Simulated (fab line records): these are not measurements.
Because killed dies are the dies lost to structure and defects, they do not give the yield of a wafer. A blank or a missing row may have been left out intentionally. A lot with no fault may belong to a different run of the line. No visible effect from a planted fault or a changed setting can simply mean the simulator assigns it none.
Which of the tools did it? | flow rit_cmos | 14 lots, 42 wafers sampled, at 2 steps of a route of 202

== WHAT THE GAUGES SHOWED, per wafer ==
RIT_PRETRO_TW_MEAS_10. Usual: for PRETRO_TW the level is 470.4 and the standard deviation is 2.5.
lot  | measured    | on            | PRETRO_TW         | flag
L346 | day 2 12:26 | film_metro-02 | 468.8 467.5 466.2 |
L348 | day 2 23:35 | film_metro-02 | 466.3 466.0 467.0 |
L349 | day 3 05:16 | film_metro-04 | 474.3 473.5 473.7 |
L350 | day 3 09:33 | film_metro-02 | 469.2 471.3 470.4 |
L351 | day 3 13:07 | film_metro-01 | 468.0 468.3 468.6 |
L353 | day 3 23:37 | film_metro-02 | 472.7 472.9 472.5 |
L355 | day 4 09:40 | film_metro-02 | 473.7 476.3 472.4 |
L356 | day 4 14:17 | film_metro-04 | 466.4 466.9 466.0 |
L357 | day 4 19:28 | film_metro-04 | 470.0 467.4 469.6 |
L358 | day 5 00:17 | film_metro-02 | 471.3 471.2 472.6 |
L360 | day 5 10:44 | film_metro-02 | 471.7 470.6 470.1 |
L362 | day 5 20:53 | film_metro-01 | 469.4 468.9 469.1 |
L364 | day 6 07:07 | film_metro-04 | 519.1 515.7 513.0 | OFF
L365 | day 6 10:49 | film_metro-02 | 520.0 521.4 520.5 | OFF

== TOOL THAT RAN EACH LOT (tool first, then ch and the chambers of the sampled wafers, then the start) ==
lot  | RIT_PRETRO_IMPLANT_08
L346 | implanter-02 ch 0, day 2 12:08
L348 | implanter-03 ch 0, day 2 23:16
L349 | implanter-02 ch 0, day 3 04:56
L350 | implanter-02 ch 0, day 3 09:14
L351 | implanter-03 ch 0, day 3 12:47
L353 | implanter-02 ch 0, day 3 23:17
L355 | implanter-02 ch 0, day 4 09:20
L356 | implanter-02 ch 0, day 4 13:58
L357 | implanter-02 ch 0, day 4 19:08
L358 | implanter-02 ch 0, day 4 23:59
L360 | implanter-04 ch 0, day 5 10:25
L362 | implanter-02 ch 0, day 5 20:35
L364 | implanter-02 ch 0, day 6 06:47
L365 | implanter-02 ch 0, day 6 10:29
- RIT_PRETRO_IMPLANT_08

== WHAT THE TOOLS THEMSELVES READ (means of the sampled wafers that have a number; where no wafer has one, the mark that the record gives instead) ==
RIT_PRETRO_IMPLANT_08. Usual: dose_ions_cm2 1.2001e+13, standard deviation 1.3e+10; end_station_pressure_torr 5.02e-06 Torr, standard deviation 2.4e-07; faraday_current_uA 38.1, standard deviation 0.72.
lot  | tool         | dose_ions_cm2 | end_station_pressure_torr (Torr) | faraday_current_uA | flag
L346 | implanter-02 | 1.2000e+13    | 4.93e-06                         | 38.3               |
L348 | implanter-03 | 1.2006e+13    | 5.17e-06                         | 37.7               |
L349 | implanter-02 | 1.2008e+13    | 5.16e-06                         | 38.0               |
L350 | implanter-02 | 1.1989e+13    | 4.82e-06                         | 37.3               |
L351 | implanter-03 | 1.1975e+13    | 4.97e-06                         | 37.9               |
L353 | implanter-02 | 1.2008e+13    | 5.10e-06                         | 37.8               |
L355 | implanter-02 | 1.2012e+13    | 4.96e-06                         | 38.3               |
L356 | implanter-02 | 1.2019e+13    | 4.87e-06                         | 38.4               |
L357 | implanter-02 | 1.1982e+13    | 4.91e-06                         | 38.5               |
L358 | implanter-02 | 1.1995e+13    | 4.98e-06                         | 38.4               |
L360 | implanter-04 | 1.1988e+13    | 5.14e-06                         | 37.8               |
L362 | implanter-02 | 1.1991e+13    | 5.02e-06                         | 37.7               |
L364 | implanter-02 | 1.6332e+13    | 5.26e-06                         | 52.1               | OFF
L365 | implanter-02 | 1.6322e+13    | 4.79e-06                         | 52.6               | OFF

== THE ANSWER, worked out from the rows above alone ==
Rule: a lot is off if the mean of its wafers that have a number lies more than 3 standard deviations from the usual mean. Also off: a lot with no number at a reading for which 4 or more lots have one. Where the step has rows for the other lots, those lots are counted as sound. The gauges are gone through in route order, then the tools' own readings, and for those a lot's mean is taken as printed above. At the first step where some lot is off, the reading lying furthest off is the one used; lots without a number count as furthest.
Off: L364, L365, seen at RIT_PRETRO_TW_MEAS_10 (PRETRO_TW).
If a tool, at a process step before that reading, ran all the lots that are off and no sound lot after the first of them, it fits. The gauges at RIT_PRETRO_TW_MEAS_10 aren't tried: what is off there is off at RIT_PRETRO_IMPLANT_08 too, on other tools, and a gauge's error can't cause that. One fits: implanter-02 at RIT_PRETRO_IMPLANT_08. Its last sound lot is L362 (day 5 20:35), its first lot that is off L364 (day 6 06:47): a fault that began between those two fits.
The tool's own readings at RIT_PRETRO_IMPLANT_08 bear it out: on the lots that are off they differ by more than 5 times the standard deviation of the sound lots' means. dose_ions_cm2 reads 1.6327e+13 there against 1.1998e+13 on the sound lots; faraday_current_uA reads 52.4 there against 38.0 on the sound lots.

== WHAT THE SIMULATOR HAD INSERTED ==
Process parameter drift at RIT_PRETRO_IMPLANT_08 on implanter-02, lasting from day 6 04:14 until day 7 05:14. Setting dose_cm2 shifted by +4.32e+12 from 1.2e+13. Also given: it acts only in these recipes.
Struck lots among those shown: L364, L365. The rule given above showed the same thing.
